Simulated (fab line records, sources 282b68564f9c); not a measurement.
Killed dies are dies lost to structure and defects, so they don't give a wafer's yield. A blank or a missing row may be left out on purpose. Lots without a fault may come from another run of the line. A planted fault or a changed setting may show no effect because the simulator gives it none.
fab line records | flow rit_cmos
record lots=6 wafers=18 last_day=8
route steps=202 shown NRETRO@55 PRETRO@64 M1@202
lots that met no fault: from a run of the same line without faults
start_h: hours from the record's first day to the start of the lot's first wafer shown | wait_h: hours since the lot's step before | " the same as in the row above | L1.1+2: a row that stands for several wafers | - no value, or no start given | * or withheld: withheld | < > ~ a bound
route shown NAME@n: a module of which the file shows steps, and the number in the route of the first | usual: mean/standard deviation of fault-free wafers | same: alike in all rows | chamber/n: place in a boat | sites: the reading at each site | _std_site: their standard deviation | _edge_site: outer sites' mean less inner sites' | radius_mm: how far each site lies from the wafer's centre | mask NAME#n: copy n | behind: the tool/chamber that last shaped the wafer | hold: why the lot was held/for how many hours/how that ended | device: the transistor (n, p or np) that didn't switch | end of line: the same wafers' tests at the end of the route | a step without rows: its recipe alone | killed: dies lost to structure and defects at the first sort, not the wafer's yield | map: a wafer's dies, x killed, . not, _ none there
set.NAME: the setting as run; set.NAME@STEP: as run at that earlier step | model.NAME: the simulator's own value behind a step, which no gauge read
lots at some steps of the route; a table a step, a row a wafer
services: from which hour (start_h, from the record's first day; less than 0 if before it) a tool's chamber was out of use, for how many hours, and why
## steps
# step RIT_NRETRO_SOFTBAKE_02
# recipe resist=NOVOLAK temp_c=90 time_s=60
# step RIT_NRETRO_EXPOSE_03
# recipe mask_id=M4 na=0.57 target_cd_nm=43900 dose_mj=250
# step RIT_NRETRO_PEB_04
# recipe resist=NOVOLAK temp_c=withheld time_s=withheld
# step RIT_NRETRO_DEVELOP_05
# recipe resist=NOVOLAK develop_time_s=69.64 dev_temp_c=23
# step RIT_NRETRO_OVL_MEAS_06
# usual NRETRO_OVL=0.9/1.5
# columns lot.wafer tool chamber start_h wait_h NRETRO_OVL[nm]
L282.3 overlay-01 - 41.20 - 1.1
L282.4 " - " " -1.2
L282.5 " - " " 0.3
L285.1 overlay-02 - 55.62 - 0.6
L285.4 " - " " -0.4
L285.6 " - " " 0.1
L295.2 overlay-01 - 106.12 - 0.2
L295.3 " - " " -0.2
L295.4 " - " " 0.3
L298.2 overlay-01 - 124.53 - 1.4
L298.5 " - " " 3.1
L298.6 " - " " 2.3
L302.2 overlay-01 - 146.41 - 2.9
L302.4 " - " " 2.8
L302.6 " - " " 3.9
L303.4 overlay-01 - 151.50 - 0.1
L303.5 " - " " 1.4
L303.6 " - " " 0.0
# step RIT_NRETRO_HARDBAKE_07
# recipe resist=NOVOLAK temp_c=140 time_s=120
# step RIT_NRETRO_IMPLANT_08
# recipe species=P energy_kev=70 dose_cm2=1e+13 tilt_deg=7
# step RIT_NRETRO_STRIP_09
# recipe chemistry=O2 time_s=180 resist=NOVOLAK platen_temp_c=withheld power_w=500 pressure_mtorr=4000 o2_flow_sccm=4000
# usual drypump_motor_current_A=5.8/0.57
# columns lot.wafer tool chamber start_h wait_h drypump_motor_current_A rf_hours_counter_h
L282.3 plasma_asher-03 0 41.68 0.1 5.8 -
L282.4 " 1 " " 5.1 -
L282.5 " 1 " " 5.1 -
L285.1 plasma_asher-04 0 56.06 0.1 6.6 47
L285.4 " 0 " " 6.6 -
L285.6 " 1 " " 5.2 -
L295.2 plasma_asher-02 0 106.55 0.1 5.4 30
L295.3 " 0 " " 5.4 -
L295.4 " 1 " " 6.5 -
L298.2 plasma_asher-03 0 124.96 0.1 5.7 39
L298.5 " 0 " " 5.7 -
L298.6 " 1 " " 5.1 -
L302.2 plasma_asher-03 1 146.84 0.1 5.1 41
L302.4 " 0 " " 5.8 -
L302.6 " 0 " " 5.8 -
L303.4 plasma_asher-04 1 152.15 0.1 5.2 -
L303.5 " 1 " " 5.2 -
L303.6 " 0 " " 6.6 -
# step RIT_NRETRO_TW_MEAS_10
# usual NRETRO_TW=1055/13
# columns lot.wafer tool chamber start_h wait_h NRETRO_TW
L282.3 film_metro-03 - 41.82 0.1 1060
L282.4 " - " " 1070
L282.5 " - " " 1059
L285.1 film_metro-04 - 56.23 0.1 1039
L285.4 " - " " 1038
L285.6 " - " " 1034
L295.2 film_metro-03 - 106.74 0.1 1068
L295.3 " - " " 1058
L295.4 " - " " 1060
L298.2 film_metro-04 - 125.15 0.1 1043
L298.5 " - " " 1046
L298.6 " - " " 1035
L302.2 film_metro-04 - 147.02 0.1 1036
L302.4 " - " " 1032
L302.6 " - " " 1032
L303.4 film_metro-01 - 152.29 0.1 1060
L303.5 " - " " 1074
L303.6 " - " " 1066
# step RIT_PRETRO_HMDS_00
# recipe prime_time_s=60 prime_temp_c=140
# step RIT_PRETRO_COAT_01
# recipe resist=NOVOLAK spin_rpm=2000 resist_thk_nm=1300
# step RIT_PRETRO_SOFTBAKE_02
# recipe resist=NOVOLAK temp_c=90 time_s=60
# step RIT_PRETRO_EXPOSE_03
# recipe mask_id=M5 na=0.57 target_cd_nm=43700 dose_mj=250
# same na=0.57
# columns lot.wafer tool chamber start_h wait_h mask model.PRETRO.overlay_x_nm
L282.3+4+5 iline_stepper-02 0 42.44 0.2 M5#0 0.302
L285.1+4+6 iline_stepper-02 0 56.74 0.1 M5#0 -0.00562
L295.2+3+4 iline_stepper-02 0 107.26 0.1 M5#0 3686
L298.2+5+6 iline_stepper-01 0 125.66 0.1 M5#0 -0.6045
L302.2+4+6 iline_stepper-01 0 147.54 0.1 M5#0 -0.2898
L303.4+5+6 iline_stepper-02 0 152.96 0.2 M5#0 3681
# step RIT_PRETRO_PEB_04
# recipe resist=NOVOLAK temp_c=withheld time_s=withheld
# step RIT_PRETRO_DEVELOP_05
# recipe resist=NOVOLAK develop_time_s=68 dev_temp_c=23
# step RIT_PRETRO_OVL_MEAS_06
# usual PRETRO_OVL=0.2/1.2
# columns lot.wafer tool chamber start_h wait_h PRETRO_OVL[nm]
L282.3 overlay-02 - 42.85 - -0.9
L282.4 " - " " 0.3
L282.5 " - " " 1.5
L285.1 overlay-01 - 57.17 - 0.2
L285.4 " - " " -0.2
L285.6 " - " " 0.5
L295.2 overlay-01 - 107.75 - 3685.3
L295.3 " - " " 3685.7
L295.4 " - " " 3685.7
L298.2 overlay-01 - 126.08 - 0.0
L298.5 " - " " 0.0
L298.6 " - " " 0.9
L302.2 overlay-01 - 147.96 - -1.5
L302.4 " - " " -0.5
L302.6 " - " " 0.0
L303.4 overlay-01 - 153.35 - 3682.7
L303.5 " - " " 3683.0
L303.6 " - " " 3684.4
# step RIT_PRETRO_HARDBAKE_07
# recipe resist=NOVOLAK temp_c=140 time_s=120
# step RIT_M1_PROBE_99
# usual killed_at_M0_to_M3=0.0/0.14 killed_at_contacts=0.1/0.3 killed_at_front_end=6.5/2.9 killed_dies=6.6/3 killed_on_rim=1.6/1.3 killed_open=3.3/2 killed_short=3.3/1.9
# same gross_dies=264 killed_at_M4_up=0 killed_at_back_side=0 killed_at_other=0
# columns lot.wafer tool chamber start_h wait_h killed_at_M0_to_M3 killed_at_contacts killed_at_front_end killed_dies killed_on_rim killed_open killed_short model.etest.pmos_0p3.r_on_ohm_um model.etest.pmos_turned.r_on_ohm_um model.etest.pmos_0p15.r_on_ohm_um model.etest.nmos_0p3.r_on_ohm_um model.etest.nmos_turned.drive_ua_um model.etest.nmos_0p15.r_on_ohm_um model.etest.nmos_0p15.drive_ua_um model.etest.pmos_0p15.drive_ua_um
L282.3 prober-01 - 70.58 0.2 0 0 7 7 3 2 5 6210 3323 2710 2146 337.8 1112 474.8 261.1
L282.4 prober-01 - 70.63 0.2 0 0 4 4 1 2 2 6122 3259 2677 2148 342.5 1103 480.4 264.1
L282.5 prober-01 - 70.68 0.2 0 0 7 7 2 2 5 6133 3251 2657 2132 350.5 1091 476.6 264.9
L285.1 prober-02 - 83.67 0.1 0 0 8 8 2 2 6 6360 3419 2766 2130 362.9 1084 490.7 255.3
L285.4 prober-02 - 83.82 0.2 0 0 8 8 2 5 3 6256 3268 2684 2088 371.8 1033 499 261.8
L285.6 prober-02 - 83.92 0.2 0 0 12 12 5 5 7 6438 3386 2758 2136 363 1074 487.4 254.3
L295.2 prober-02 - 136.77 0.1 0 1 263 264 70 5 0 5361 3042 2533 1857 448 1095 571.1 329.9
L295.3 prober-02 - 136.82 0.2 0 0 264 264 70 0 1 5359 2966 2483 1825 454.4 1031 581.1 332.2
L295.4 prober-02 - 136.87 0.2 0 1 263 264 70 7 7 5335 2953 2473 1828 462.9 1034 582.3 335.8
L298.2 prober-01 - 159.41 0.1 0 0 2 2 1 1 1 6486 3524 2843 2184 325.8 1104 454.3 244.9
L298.5 prober-01 - 159.56 0.2 0 1 2 3 1 1 2 6439 3452 2796 2196 322.1 1104 463.7 251.5
L298.6 prober-01 - 159.61 0.2 0 0 4 4 1 2 2 6467 3443 2783 2208 332.6 1103 464.6 250.5
L302.2 prober-01 - 177.58 0.1 0 0 12 12 1 5 7 6352 3518 2802 2204 297.1 1163 448.9 252.6
L302.4 prober-01 - 177.68 0.2 1 0 6 7 1 5 2 6169 3507 2789 2169 294.6 1176 456.4 254.7
L302.6 prober-01 - 177.78 0.2 0 0 7 7 3 4 3 6212 3473 2747 2159 298.3 1126 463.6 255.8
L303.4 prober-02 - 184.26 0.2 0 0 264 264 70 3 2 5132 2684 2236 1741 522 952.3 642.1 366.5
L303.5 prober-02 - 184.31 0.2 0 0 264 264 70 3 5 5094 2682 2240 1693 520.4 910.3 642.9 364.9
L303.6 prober-02 - 184.36 0.2 0 0 264 264 70 1 3 5246 2770 2281 1734 500.5 924.8 621.6 354.2
# killed by level:class
L282.3 SPACER:geometric_particle:short=3 GATE:geometric_particle:short=2 FOX1:geometric_particle:open=1 GATE:geometric_particle:open=1
L282.4 FOX1:geometric_particle:short=1 FOX1:geometric_particle:open=1 REOX:geometric_particle:open=1 SILICIDE:geometric_particle:short=1
L282.5 GATE:geometric_particle:short=3 FOX1:geometric_particle:short=1 REOX:geometric_particle:open=1 SPACER:geometric_particle:open=1 SILICIDE:geometric_particle:short=1
L285.1 GATE:geometric_particle:short=5 FOX2:geometric_particle:short=1 FOX2:geometric_particle:open=1 SILICIDE:geometric_particle:open=1
L285.4 GATE:geometric_particle:open=5 GATE:geometric_particle:short=2 FOX1:geometric_particle:short=1
L285.6 FOX2:geometric_particle:open=2 FOX2:geometric_particle:short=2 GATE:geometric_particle:short=2 GATE:geometric_particle:open=2 REOX:geometric_particle:short=2 REOX:geometric_particle:open=1 SILICIDE:geometric_particle:short=1
L295.2 PRETRO:overlay=259 REOX:geometric_particle:open=2 FOX2:geometric_particle:open=1 GATE:geometric_particle:open=1 CONTACT:geometric_particle:open=1
L295.3 PRETRO:overlay=263 FOX1:geometric_particle:short=1
L295.4 PRETRO:overlay=250 GATE:geometric_particle:open=3 FOX1:geometric_particle:short=2 GATE:geometric_particle:short=2 REOX:geometric_particle:open=2 REOX:geometric_particle:short=2 SPACER:geometric_particle:short=1 SILICIDE:geometric_particle:open=1
L298.2 GATE:geometric_particle:open=1 GATE:geometric_particle:short=1
L298.5 FOX2:geometric_particle:short=1 REOX:geometric_particle:short=1 CONTACT:geometric_particle:open=1
L298.6 GATE:geometric_particle:short=1 SPACER:geometric_particle:open=1 SILICIDE:geometric_particle:open=1 SILICIDE:geometric_particle:short=1
L302.2 GATE:geometric_particle:open=3 REOX:geometric_particle:short=3 SPACER:geometric_particle:short=2 FOX2:geometric_particle:short=1 REOX:geometric_particle:open=1 SPACER:geometric_particle:open=1 SILICIDE:geometric_particle:short=1
L302.4 GATE:geometric_particle:open=3 FOX2:geometric_particle:short=1 GATE:geometric_particle:short=1 SPACER:geometric_particle:open=1 M1:geometric_particle:open=1
L302.6 GATE:geometric_particle:open=2 SPACER:geometric_particle:open=2 FOX2:geometric_particle:short=1 GATE:geometric_particle:short=1 SILICIDE:geometric_particle:short=1
L303.4 PRETRO:overlay=259 GATE:geometric_particle:short=2 GATE:geometric_particle:open=2 REOX:geometric_particle:open=1
L303.5 PRETRO:overlay=256 FOX1:geometric_particle:short=2 FOX1:geometric_particle:open=2 GATE:geometric_particle:short=2 SPACER:geometric_particle:open=1 SPACER:geometric_particle:short=1
L303.6 PRETRO:overlay=260 GATE:geometric_particle:short=3 SPACER:geometric_particle:open=1
# map L295.2 (x killed, . not)
________xxxxxxx_______
_____xxxxxxxxxxxxx____
____xxxxxxxxxxxxxxx___
___xxxxxxxxxxxxxxxxx__
__xxxxxxxxxxxxxxxxxxx_
__xxxxxxxxxxxxxxxxxxx_
_xxxxxxxxxxxxxxxxxxxxx
_xxxxxxxxxxxxxxxxxxxxx
_xxxxxxxxxxxxxxxxxxxxx
_xxxxxxxxxxxxxxxxxxxxx
__xxxxxxxxxxxxxxxxxxx_
__xxxxxxxxxxxxxxxxxxx_
___xxxxxxxxxxxxxxxxx__
____xxxxxxxxxxxxxxx___
_____xxxxxxxxxxxxx____
________xxxxxxx_______
# map L303.4 (x killed, . not)
________xxxxxxx_______
_____xxxxxxxxxxxxx____
____xxxxxxxxxxxxxxx___
___xxxxxxxxxxxxxxxxx__
__xxxxxxxxxxxxxxxxxxx_
__xxxxxxxxxxxxxxxxxxx_
_xxxxxxxxxxxxxxxxxxxxx
_xxxxxxxxxxxxxxxxxxxxx
_xxxxxxxxxxxxxxxxxxxxx
_xxxxxxxxxxxxxxxxxxxxx
__xxxxxxxxxxxxxxxxxxx_
__xxxxxxxxxxxxxxxxxxx_
___xxxxxxxxxxxxxxxxx__
____xxxxxxxxxxxxxxx___
_____xxxxxxxxxxxxx____
________xxxxxxx_______
## services
# columns tool chamber start_h hours kind
iline_stepper-01 - 23.60 11.7 repair
iline_stepper-02 - 29.49 2.2 repair
iline_stepper-01 - 39.28 4.4 pm
plasma_asher-04 - 108.75 9.0 pm
plasma_asher-04 0 108.75 9.0 vent_cycle
plasma_asher-04 1 108.75 9.0 vent_cycle
plasma_asher-04 0 117.75 - clean
plasma_asher-04 1 117.75 - clean
iline_stepper-02 - 119.07 1.7 pm
iline_stepper-01 - 148.04 1.7 pm
iline_stepper-01 - 150.85 2.4 repair
## key
first_sign step=RIT_PRETRO_OVL_MEAS_06 reading=PRETRO_OVL direction=up sigmas=99+ usual=0.2 struck=3684.5
effect step=RIT_M1_PROBE_99 reading=killed_at_front_end direction=up sigmas=87 usual=6.5 struck=263.7
model_effect step=RIT_PRETRO_EXPOSE_03 value=PRETRO.overlay_x_nm without=0.3164 struck=3683
model_effect step=RIT_M1_PROBE_99 value=etest.pmos_0p3.r_on_ohm_um without=6346 struck=5255
more_kills_born_at RIT_PRETRO_EXPOSE_03@iline_stepper-02=1547
met_at RIT_PRETRO_EXPOSE_03
struck_wafers L295.2,L295.3,L295.4,L303.4,L303.5,L303.6
tester_left_out L295,L303
onset_between 56.74 107.26
fault kind=scanner_matching_overlay tool=iline_stepper-02 chamber=- onset_h=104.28 steps=RIT_PRETRO_EXPOSE_03 offset=3683.1
# tester_left_out: of these lots the tester's yield and bins aren't shown, on N5 and GAA mostly nor the transistor test; their killed dies are dies lost to structure and defects alone, not to doping, threshold or leakage, so they don't give the yield
